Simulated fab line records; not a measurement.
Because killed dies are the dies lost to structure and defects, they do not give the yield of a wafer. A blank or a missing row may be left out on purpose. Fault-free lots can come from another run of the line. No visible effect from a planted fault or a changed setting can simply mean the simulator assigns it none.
fab line records	flow rit_cmos
[record] lots = 6	wafers = 18	last_day = 5
route steps=202 shown CONTACT@177 M1@184
lots untouched by any fault: they come from a run of this same line in which no faults occurred
start_h: the number of hours between the record's first day and the start of the first shown wafer of the lot	wait_h: hours since the lot's step before	" repeats the value in the row above	L1.1+2: a single row standing in for several wafers	- no value, or no start given	* or withheld: withheld	< > ~ a bound
route shown NAME@n: NAME is a module with steps in the file, n the number in the route of the first one	usual: mean/standard deviation of fault-free wafers	same: alike in all rows	chamber/n: place in a boat	sites: per-site readings	_std_site: the standard deviation of these	_edge_site: mean of outer sites minus mean of inner sites	radius_mm: for every site, how far away it sits from the centre of the wafer	mask NAME#n: copy n	behind: tool/chamber where the wafer was last shaped	hold: why the lot went on hold/how many hours it stayed there/how the hold came to an end	device: names the non-switching transistor (n, p or np)	end of line: tests of these same wafers at the route's end	a step with no rows: only its recipe	killed: the dies lost at the first sort to structure and to defects; this is not the yield of the wafer	map: dies across one wafer; x = killed, . = not, _ = none there
set.NAME: the run value of the setting; set.NAME@STEP: its run value at that earlier step	model.NAME: the simulator's own value behind a step, which no gauge read
lots at selected steps of the route; one table per step, one row per wafer
services: when a tool's chamber went out of use (start_h, in hours from the record's first day, below 0 if earlier), for how many hours, and the reason
[[steps]]
[step RIT_CONTACT_OVL_MEAS_09]
[usual] CONTACT_OVL = 0.1/1.5
lot.wafer	tool	chamber	start_h	wait_h	CONTACT_OVL[nm]
L935.2	overlay-01	-	54.72	0.1	0.7
L935.3	"	-	"	"	1.4
L935.6	"	-	"	"	0.5
L939.1	overlay-02	-	78.90	0.1	0.0
L939.3	"	-	"	"	-0.5
L939.5	"	-	"	"	0.2
L943.2	overlay-02	-	100.84	0.1	0.9
L943.4	"	-	"	"	0.0
L943.6	"	-	"	"	1.2
L944.1	overlay-01	-	102.75	0.1	0.6
L944.3	"	-	"	"	0.9
L944.6	"	-	"	"	1.6
L945.1	overlay-01	-	108.51	0.1	0.4
L945.2	"	-	"	"	-1.5
L945.3	"	-	"	"	1.9
L948.1	overlay-01	-	119.47	0.1	0.2
L948.4	"	-	"	"	-1.3
L948.6	"	-	"	"	-0.1
[step RIT_CONTACT_HARDBAKE_10]
[recipe] resist = NOVOLAK	temp_c = 140	time_s = 60
[step RIT_CONTACT_ETCH_11]
[recipe] target_depth_a = 4800	over_etch_frac = 0.2	stop_on = TiSi2	chemistry = CHF3/CF4/Ar	target = SiO2	CHF3_flow_sccm = 50	cf4_flow_sccm = 10	Ar_flow_sccm = 100	O2_flow_sccm = 5	pressure_mtorr = 100	rf_w = 200	time_s = 320
[usual] drypump_motor_current_A = 5.7/0.48	oes_product_au = 0.989/0.016	throttle_valve_pct = 8.87/0.11
[same] time_s = 320
lot.wafer	tool	chamber	start_h	wait_h	drypump_motor_current_A	oes_product_au	rf_hours_counter_h	throttle_valve_pct
L935.2	rie_diel-02	2	54.90	0.1	5.3	1.008	163	8.79
L935.3	"	3	"	"	6.0	0.973	6	8.83
L935.6	"	2	"	"	5.3	1.000	-	8.80
L939.1	rie_diel-02	1	79.09	0.1	5.0	0.989	77	8.95
L939.3	"	0	"	"	6.3	0.987	83	8.91
L939.5	"	0	"	"	6.3	0.997	-	8.89
L943.2	rie_diel-02	3	101.02	0.1	6.0	0.970	7	8.83
L943.4	"	1	"	"	5.0	0.987	-	8.97
L943.6	"	0	"	"	6.3	0.989	-	8.91
L944.1	rie_diel-04	1	102.93	0.1	5.9	0.969	105	8.71
L944.3	"	3	"	"	6.2	0.980	1	8.90
L944.6	"	0	"	"	5.9	1.002	-	8.83
L945.1	rie_diel-03	0	108.81	0.1	5.6	1.010	3	9.10
L945.2	"	1	"	"	5.3	0.976	53	8.80
L945.3	"	3	"	"	4.7	1.011	49	8.70
L948.1	rie_diel-04	1	119.66	0.1	5.9	0.976	106	8.72
L948.4	"	0	"	"	5.9	1.000	109	8.84
L948.6	"	2	"	"	6.2	1.006	-	8.87
[step RIT_CONTACT_STRIP_12]
[recipe] chemistry = O2	time_s = 180	resist = NOVOLAK	platen_temp_c = withheld	power_w = 500	pressure_mtorr = 4000	o2_flow_sccm = 4000
[usual] drypump_motor_current_A = 5.6/0.42
[same] time_s = 180
lot.wafer	tool	chamber	start_h	wait_h	drypump_motor_current_A	rf_hours_counter_h
L935.2	plasma_asher-04	0	55.10	0.1	5.8	41
L935.3	"	0	"	"	5.8	-
L935.6	"	1	"	"	5.8	-
L939.1	plasma_asher-01	0	79.29	0.1	4.8	30
L939.3	"	1	"	"	5.9	-
L939.5	"	1	"	"	5.9	-
L943.2	plasma_asher-01	0	101.22	0.1	4.8	33
L943.4	"	1	"	"	5.9	-
L943.6	"	1	"	"	5.9	-
L944.1	plasma_asher-03	0	103.13	0.1	5.3	46
L944.3	"	0	"	"	5.3	-
L944.6	"	0	"	"	5.3	-
L945.1	plasma_asher-04	0	109.00	0.1	5.8	45
L945.2	"	1	"	"	5.8	45
L945.3	"	1	"	"	5.8	-
L948.1	plasma_asher-04	1	119.85	0.1	5.8	47
L948.4	"	1	"	"	5.8	-
L948.6	"	0	"	"	5.8	-
[step RIT_CONTACT_CD_MEAS_90]
[recipe] target_cd_nm = 1000
[usual] cd_nm = 1000.1/2
lot.wafer	tool	chamber	start_h	wait_h	cd_nm
L935.2	cd_sem-01	-	55.29	0.1	997.1
L935.3	"	-	"	"	996.7
L935.6	"	-	"	"	995.7
L939.1	cd_sem-01	-	79.46	0.1	1001.5
L939.3	"	-	"	"	999.7
L939.5	"	-	"	"	999.1
L943.2	cd_sem-02	-	101.41	0.1	1002.6
L943.4	"	-	"	"	1000.4
L943.6	"	-	"	"	1001.0
L944.1	cd_sem-02	-	103.30	0.1	1002.0
L944.3	"	-	"	"	1001.5
L944.6	"	-	"	"	1004.1
L945.1	cd_sem-01	-	109.18	0.1	998.7
L945.2	"	-	"	"	999.7
L945.3	"	-	"	"	998.2
L948.1	cd_sem-01	-	120.03	0.1	1003.0
L948.4	"	-	"	"	1003.0
L948.6	"	-	"	"	999.4
[step RIT_CONTACT_CLEAN_13]
[recipe] chemistry = SC1	mix = 3:3:50	time_s = 600	temp_c = 75
[step RIT_CONTACT_CLEAN_14]
[recipe] chemistry = SC2	mix = 3:3:50	time_s = 600	temp_c = 75	dry = n2_spin
[step RIT_M1_SPUTTER_00]
[recipe] material = Al	target_thk_nm = 400	power_w = 1958	chamber_pressure_pa = 0.4	gas = Ar	time_s = 500	substrate_temp_c = 25
[usual] throttle_valve_pct = 29.9/1.5
[same] time_s = 500
lot.wafer	tool	chamber	start_h	wait_h	throttle_valve_pct
L935.2	pvd_sputter-02	-	55.76	0.0	29.9
L935.3	"	-	"	"	28.5
L935.6	"	-	"	"	28.8
L939.1	pvd_sputter-02	-	79.93	0.0	28.7
L939.3	"	-	"	"	30.8
L939.5	"	-	"	"	29.7
L943.2	pvd_sputter-04	-	101.86	0.0	30.3
L943.4	"	-	"	"	33.2
L943.6	"	-	"	"	31.7
L944.1	pvd_sputter-01	-	103.80	0.0	31.1
L944.3	"	-	"	"	29.9
L944.6	"	-	"	"	30.8
L945.1	pvd_sputter-04	-	109.65	0.0	31.6
L945.2	"	-	"	"	30.2
L945.3	"	-	"	"	33.0
L948.1	pvd_sputter-04	-	120.51	0.0	28.0
L948.4	"	-	"	"	33.1
L948.6	"	-	"	"	31.6
[step RIT_M1_RS_MEAS_01]
[recipe] thk_meas_gauge = four-point-probe	reads = Al_of_M1_SPUTTER_00
[usual] M1_AL_RS = 0.0750/0.00078
lot.wafer	tool	chamber	start_h	wait_h	M1_AL_RS[ohm/sq]
L935.2	film_metro-03	-	56.07	0.2	0.0749
L935.3	"	-	"	"	0.0750
L935.6	"	-	"	"	0.0757
L939.1	film_metro-02	-	80.22	0.1	0.0751
L939.3	"	-	"	"	0.0751
L939.5	"	-	"	"	0.0741
L943.2	film_metro-04	-	102.18	0.2	0.0746
L943.4	"	-	"	"	0.0744
L943.6	"	-	"	"	0.0743
L944.1	film_metro-04	-	104.10	0.1	0.0752
L944.3	"	-	"	"	0.0752
L944.6	"	-	"	"	0.0755
L945.1	film_metro-04	-	109.94	0.1	0.0749
L945.2	"	-	"	"	0.0750
L945.3	"	-	"	"	0.0744
L948.1	film_metro-02	-	120.81	0.1	0.0744
L948.4	"	-	"	"	0.0741
L948.6	"	-	"	"	0.0742
[step RIT_M1_THK_MEAS_02]
[recipe] thk_meas_gauge = xrf	reads = Al_of_M1_SPUTTER_00
[usual] M1_AL_THK = 389/4.2
lot.wafer	tool	chamber	start_h	wait_h	M1_AL_THK[nm]
L935.2	film_metro-03	-	56.18	0.1	391
L935.3	"	-	"	"	389
L935.6	"	-	"	"	390
L939.1	film_metro-02	-	80.34	0.1	389
L939.3	"	-	"	"	387
L939.5	"	-	"	"	394
L943.2	film_metro-04	-	102.29	0.1	391
L943.4	"	-	"	"	394
L943.6	"	-	"	"	393
L944.1	film_metro-04	-	104.22	0.1	388
L944.3	"	-	"	"	389
L944.6	"	-	"	"	383
L945.1	film_metro-04	-	110.06	0.1	389
L945.2	"	-	"	"	387
L945.3	"	-	"	"	392
L948.1	film_metro-02	-	120.93	0.1	393
L948.4	"	-	"	"	395
L948.6	"	-	"	"	391
[step RIT_M1_HMDS_03]
[recipe] prime_time_s = 60	prime_temp_c = 140
[step RIT_M1_COAT_04]
[recipe] resist = NOVOLAK	spin_rpm = 2000	resist_thk_nm = 1280
[step RIT_M1_SOFTBAKE_05]
[recipe] resist = NOVOLAK	temp_c = 90	time_s = 60
[usual] heater_power_total_W = 34.56/0.051	plate_temp_C = 90.01/0.11
[same] time_s = 60
lot.wafer	tool	chamber	start_h	wait_h	heater_power_total_W	plate_temp_C
L935.2	litho_track-01	0	56.56	0.1	34.64	90.20
L935.3	"	0	"	"	34.54	90.01
L935.6	"	0	"	"	34.59	90.03
L939.1	litho_track-04	0	80.70	0.1	34.45	89.96
L939.3	"	0	"	"	34.65	90.09
L939.5	"	0	"	"	34.52	89.89
L943.2	litho_track-04	0	102.80	0.1	34.54	89.85
L943.4	"	0	"	"	34.49	90.12
L943.6	"	0	"	"	34.58	90.11
L944.1	litho_track-01	0	104.58	0.1	35.39	91.89
L944.3	"	0	"	"	35.52	91.74
L944.6	"	0	"	"	35.47	91.83
L945.1	litho_track-02	0	110.42	0.1	34.62	90.03
L945.2	"	0	"	"	34.62	89.92
L945.3	"	0	"	"	34.54	90.03
L948.1	litho_track-01	0	121.29	0.1	35.33	91.48
L948.4	"	0	"	"	35.43	91.56
L948.6	"	0	"	"	35.38	91.52
[step RIT_M1_EXPOSE_06]
[recipe] mask_id = M12	na = 0.6	source_shape = conventional	sigma_outer = 0.5	target_cd_nm = 2600	dose_mj = 250
[step RIT_M1_PROBE_99]
[usual] defect_limited_yield = 97.4/1	killed_at_contacts = 0.1/0.3	killed_at_front_end = 6.7/2.6	killed_dies = 6.8/2.6	killed_open = 3.3/1.7	killed_short = 3.4/2	sort_bin_3_pad_short = 0.1/0.24	sort_bin_5_function = 1.5/0.77	sort_bin_6_memory = 1.0/0.61	sort_n_pass = 257.2/2.6	sort_yield_pct = 97.4/1
[same] gross_dies = 264	killed_at_M0_to_M3 = 0	killed_at_M4_up = 0	killed_at_back_side = 0	killed_at_other = 0
lot.wafer	tool	chamber	start_h	wait_h	defect_limited_yield[%]	killed_at_contacts	killed_at_front_end	killed_dies	killed_open	killed_short	sort_bin_3_pad_short[%]	sort_bin_5_function[%]	sort_bin_6_memory[%]	sort_n_pass	sort_yield_pct[%]
L935.2	prober-01	-	59.95	0.1	97.7	1	5	6	3	1	0	1.5	0.8	258.0	97.7
L935.3	prober-01	-	60.00	0.2	97.3	0	7	7	4	3	0	1.1	1.5	257.0	97.3
L935.6	prober-01	-	60.15	0.2	97.7	1	5	6	2	3	0.4	1.5	0.4	258.0	97.7
L939.1	prober-01	-	83.94	0.1	97.0	0	8	8	5	3	0	3.0	0	256.0	97.0
L939.3	prober-01	-	84.04	0.2	95.8	0	11	11	1	10	0.4	3.4	0.4	253.0	95.8
L939.5	prober-01	-	84.14	0.2	98.5	0	4	4	3	1	0	1.1	0.4	260.0	98.5
L943.2	prober-02	-	106.59	0.1	98.1	0	5	5	1	2	0	1.5	0.4	259.0	98.1
L943.4	prober-02	-	106.69	0.2	97.0	0	8	8	3	4	0.4	1.9	0.8	256.0	97.0
L943.6	prober-02	-	106.79	0.2	95.8	0	11	11	5	6	0	3.4	0.8	253.0	95.8
L944.1	prober-01	-	108.10	0.1	97.7	0	6	6	4	2	0	0.8	1.5	258.0	97.7
L944.3	prober-01	-	108.20	0.2	97.7	0	6	6	1	5	0	0.4	1.9	258.0	97.7
L944.6	prober-01	-	108.35	0.2	99.2	0	2	2	2	0	0	0.4	0.4	262.0	99.2
L945.1	prober-01	-	113.66	0.1	99.2	0	2	2	0	2	0.4	0.4	0	262.0	99.2
L945.2	prober-01	-	113.71	0.1	97.3	1	6	7	3	4	0	2.3	0.4	257.0	97.3
L945.3	prober-01	-	113.76	0.2	97.3	0	7	7	4	3	0	2.3	0.4	257.0	97.3
L948.1	prober-01	-	124.72	0.1	98.5	0	4	4	0	4	0.4	0	1.1	260.0	98.5
L948.4	prober-01	-	124.87	0.2	98.5	0	4	4	2	2	0	1.5	0	260.0	98.5
L948.6	prober-01	-	124.97	0.2	97.7	0	6	6	3	3	0	1.1	1.1	258.0	97.7
// killed by level:class
L935.2 REOX:geometric_particle:open=2 GATE:geometric_particle:open=1 SPACER:geometric_particle:short=1 NWELL:coat_microbubble_printed=1 CONTACT:coat_microbubble_printed=1
L935.3 FOX1:geometric_particle:open=2 SPACER:geometric_particle:short=2 FOX1:geometric_particle:short=1 SPACER:geometric_particle:open=1 SILICIDE:geometric_particle:open=1
L935.6 FOX1:geometric_particle:open=1 FOX1:geometric_particle:short=1 FOX2:geometric_particle:short=1 REOX:geometric_particle:short=1 REOX:geometric_particle:open=1 CONTACT:coat_microbubble_printed=1
L939.1 REOX:geometric_particle:short=2 FOX1:geometric_particle:short=1 FOX1:geometric_particle:open=1 GATE:geometric_particle:open=1 REOX:geometric_particle:open=1 SPACER:geometric_particle:open=1 SILICIDE:geometric_particle:open=1
L939.3 REOX:geometric_particle:short=6 GATE:geometric_particle:short=2 GATE:geometric_particle:open=1 SPACER:geometric_particle:short=1 SILICIDE:geometric_particle:short=1
L939.5 FOX1:geometric_particle:open=1 FOX1:geometric_particle:short=1 GATE:geometric_particle:open=1 SILICIDE:geometric_particle:open=1
L943.2 PWELL:coat_microbubble_printed=2 GATE:geometric_particle:open=1 GATE:geometric_particle:short=1 REOX:geometric_particle:short=1
L943.4 GATE:geometric_particle:short=2 REOX:geometric_particle:open=2 FOX2:geometric_particle:short=1 GATE:geometric_particle:open=1 REOX:geometric_particle:short=1 PWELL:coat_microbubble_printed=1
L943.6 FOX1:geometric_particle:short=2 REOX:geometric_particle:open=2 REOX:geometric_particle:short=2 FOX2:geometric_particle:open=1 GATE:geometric_particle:short=1 GATE:geometric_particle:open=1 SPACER:geometric_particle:open=1 SPACER:geometric_particle:short=1
L944.1 FOX1:geometric_particle:open=2 REOX:geometric_particle:open=2 FOX1:geometric_particle:short=1 SPACER:geometric_particle:short=1
L944.3 FOX1:geometric_particle:short=1 GATE:geometric_particle:short=1 REOX:geometric_particle:short=1 REOX:geometric_particle:open=1 SPACER:geometric_particle:short=1 SILICIDE:geometric_particle:short=1
L944.6 FOX2:geometric_particle:open=1 GATE:geometric_particle:open=1
L945.1 FOX1:geometric_particle:short=2
L945.2 FOX1:geometric_particle:short=1 GATE:geometric_particle:open=1 GATE:geometric_particle:short=1 REOX:geometric_particle:short=1 REOX:geometric_particle:open=1 SPACER:geometric_particle:short=1 CONTACT:geometric_particle:open=1
L945.3 GATE:geometric_particle:open=3 GATE:geometric_particle:short=1 REOX:geometric_particle:short=1 SPACER:geometric_particle:open=1 SPACER:geometric_particle:short=1
L948.1 GATE:geometric_particle:short=2 FOX2:geometric_particle:short=1 SPACER:geometric_particle:short=1
L948.4 GATE:geometric_particle:open=2 GATE:geometric_particle:short=1 SILICIDE:geometric_particle:short=1
L948.6 REOX:geometric_particle:short=2 FOX1:geometric_particle:open=1 FOX2:geometric_particle:open=1 GATE:geometric_particle:short=1 GATE:geometric_particle:open=1
[[services]]
tool	chamber	start_h	hours	kind
rie_diel-02	3	45.81	6.1	repair
rie_diel-03	2	52.50	9.5	repair
rie_diel-03	3	59.59	4.2	repair
plasma_asher-04	-	62.96	15.9	pm
pvd_sputter-02	-	63.99	2.9	repair
rie_diel-02	2	84.55	-	clean
rie_diel-02	2	84.55	20.4	scheduled_down
rie_diel-02	2	84.55	20.4	vent_cycle
plasma_asher-03	-	107.08	5.2	repair
plasma_asher-03	-	112.27	9.0	pm
plasma_asher-03	0	112.27	9.0	vent_cycle
plasma_asher-03	1	112.27	9.0	vent_cycle
rie_diel-03	-	113.42	1.0	repair
rie_diel-02	3	121.12	15.6	repair
plasma_asher-03	0	121.27	-	clean
plasma_asher-03	1	121.27	-	clean
[[key]]
[first_sign] step = RIT_M1_SOFTBAKE_05	reading = heater_power_total_W	direction = up	sigmas = 17	usual = 34.56	struck = 35.42
[effect] step = RIT_M1_SOFTBAKE_05	reading = plate_temp_C	direction = up	sigmas = 15	usual = *	struck = *
met_at RIT_M1_SOFTBAKE_05
struck_wafers L944.1,L944.3,L944.6,L948.1,L948.4,L948.6
onset_between 56.56 104.58
[fault] kind = process_parameter_drift	tool = litho_track-01	chamber = -	onset_h = 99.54	steps = RIT_M1_SOFTBAKE_05	channel = temp_c	offset = *	shape = step	end_h = 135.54	acts_in = *	stated = *
